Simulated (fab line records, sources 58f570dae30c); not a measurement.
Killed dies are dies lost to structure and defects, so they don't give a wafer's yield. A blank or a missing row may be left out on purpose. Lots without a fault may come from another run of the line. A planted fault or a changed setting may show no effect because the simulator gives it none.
Which tool did it? | flow berkeley_cmos170 | 7 lots, 21 wafers sampled, at 1 step of a route of 331

WHAT THE GAUGES READ, wafer by wafer
UCB170_START_BOW_MEAS_00.
lot  | measured    | on            | INCOMING_BOW (um)
L435 | day 1 15:02 | film_metro-03 | 2 15 0
L439 | day 2 11:00 | film_metro-04 | 2 1 -1
L443 | day 3 07:00 | film_metro-03 | 1 6 4
L445 | day 3 17:00 | film_metro-04 | -7 -2 -4
L447 | day 4 03:04 | film_metro-02 | -3 -12 -2
L451 | day 4 23:00 | film_metro-03 | 5 10 -4
L457 | day 6 05:00 | film_metro-02 | -4 8 -5

WHICH TOOL RAN EACH LOT (tool, then ch and the chambers of the sampled wafers, then the start)
The record holds no process step before these readings.

THE ANSWER, worked out from the rows above alone
Rule: what is usual is taken from the lots themselves. Put in order of their means at a reading, lots are off if they are a third of the lots or fewer, leave a main group of 4 or more, and stand apart from it by a gap of 3 or more times the standard deviation of the main group's means; of several such gaps the widest counts. A main group whose means are all the same, to the digits that the tables above print for the reading, isn't used. A lot without any number at a reading at which 4 lots or more have one is off too. The other lots that the step has rows for count as sound.
No lot is off at any reading shown: from this, nothing can be told.

WHAT THE SIMULATOR HAD PUT IN
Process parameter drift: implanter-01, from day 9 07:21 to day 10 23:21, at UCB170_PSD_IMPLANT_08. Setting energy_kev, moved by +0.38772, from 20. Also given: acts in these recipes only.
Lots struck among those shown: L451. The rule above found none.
